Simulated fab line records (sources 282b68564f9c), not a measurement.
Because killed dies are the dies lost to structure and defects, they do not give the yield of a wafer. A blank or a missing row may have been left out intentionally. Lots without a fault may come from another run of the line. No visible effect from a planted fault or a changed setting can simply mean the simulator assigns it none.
Lot-split experiment    flow rit cmos    23 wafers read across 5 lots, on a route 202 steps long

## SPLIT DETAILS
At RIT_PSD_COAT_01 (resist thk 1000 nm), the setting spin rpm was moved away from the recipe's 3250 rpm on 8 of the 23 wafers read, by -3.0% to +3.4%. The other wafers ran this setting at the recipe's value.

## FROM THE SPLIT TO THE READING: what the file shows between them, 3 steps
- RIT_PSD_SOFTBAKE_02: time 60 s
- RIT_PSD_EXPOSE_03: exposes mask M10, target cd 40900 nm
- RIT_PSD_DEVELOP_05: develop time 50 s

## THE READING
NOVOLAK_of_PSD_COAT_01.thk nm (the simulator's own value, which no gauge read), in nm, at RIT_PSD_HARDBAKE_07 (time 60 s). No usual value for it is given in the file. Across the 15 wafers here that went through the recipe, the average is 885.6 nm and the standard deviation 1.8 nm.

wafer   tool, chamber at the split  spin rpm as run, rpm  against the recipe  NOVOLAK_of_PSD_COAT_01.thk nm, nm  against lot-mates on the recipe
L074.1  litho track-04, 0           3153                  -3.0%               897.1                              +13.6
L074.2  litho track-04, 0           3153                  -3.0%               894.4                              +10.9
L074.4  litho track-04, 0           3250                  recipe              883.1                              -
L074.5  litho track-04, 0           3153                  -3.0%               895.1                              +11.6
L074.6  litho track-04, 0           3250                  recipe              883.8                              -
L076.2  litho track-02, 0           3176                  -2.3%               894.1                              +8.8
L076.3  litho track-02, 0           3250                  recipe              883.4                              -
L076.4  litho track-02, 0           3250                  recipe              888.1                              -
L076.5  litho track-02, 0           3176                  -2.3%               894.4                              +9.1
L076.6  litho track-02, 0           3250                  recipe              884.3                              -
L077.1  litho track-04, 0           3250                  recipe              885.7                              -
L077.2  litho track-04, 0           3359                  +3.4%               870.4                              -15.0
L077.3  litho track-04, 0           3250                  recipe              885.1                              -
L077.4  litho track-04, 0           3359                  +3.4%               870.2                              -15.2
L077.6  litho track-04, 0           3359                  +3.4%               869.7                              -15.7
L082.2  litho track-04, 0           3250                  recipe              886.8                              -
L082.3  litho track-04, 0           3250                  recipe              885.8                              -
L082.4  litho track-04, 0           3250                  recipe              883                                -
L082.5  litho track-04, 0           3250                  recipe              887.1                              -
L082.6  litho track-04, 0           3250                  recipe              884.9                              -
L085.3  litho track-02, 0           3250                  recipe              887.3                              -
L085.4  litho track-02, 0           3250                  recipe              885.9                              -
L085.5  litho track-02, 0           3250                  recipe              889                                -

FIT RESULTS
A straight line over all 23 wafers: NOVOLAK_of_PSD_COAT_01.thk nm changes by -4.04 nm for each +1% of spin rpm; r = -0.97; the points scatter about the line by 1.8 nm.
The same after taking each lot's own level away (the mean of its wafers on the recipe; 23 wafers): -4.29 nm for each +1%; r = -0.99; scatter 1.3 nm.
That fit puts the effect of the largest move of spin rpm on the reading at 14 nm.
From 883.45 to 887.40 nm: that is the span of the lots' own levels, equal to 2.2 times the standard deviation above.
The two slopes agree, so the slope changes little with the lot-to-lot level.
Check: for one of the wafers moved furthest among these (+3.4%), held out of the fit, the line's prediction against its lot-mates is -14.6 nm. Against them it came out at -15 nm.

## THESE WAFERS: OTHER SPLITS
These wafers also went through other splits before the reading. Each is held against what the fit with the lots' levels taken away leaves over:
other split on the same wafers  wafers away from the commonest value  r with NOVOLAK_of_PSD_COAT_01.thk nm (lot level and that fit taken away)
RIT_PLDD_COAT_01 resist thk nm  9                                     +0.00
RIT_NSD_COAT_01 spin rpm        11                                    -0.18

## THE WHOLE CHAIN: every reading that the file lists as answering this split, in the file's order
step                 what it does        reading                                                                         change (the file's fit)               r (the file's)
RIT_PSD_COAT_01      resist thk 1000 nm  NOVOLAK_of_PSD_COAT_01.thk nm (the simulator's own value, which no gauge read)  -4.87 nm for each +1% of the setting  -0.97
RIT_PSD_HARDBAKE_07  time 60 s           NOVOLAK_of_PSD_COAT_01.thk nm (the simulator's own value, which no gauge read)  -4.26 nm for each +1% of the setting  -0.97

## THE FILE'S OWN FIT
NOVOLAK_of_PSD_COAT_01.thk nm changes by -4.26 nm for each +1% of spin rpm, r = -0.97.
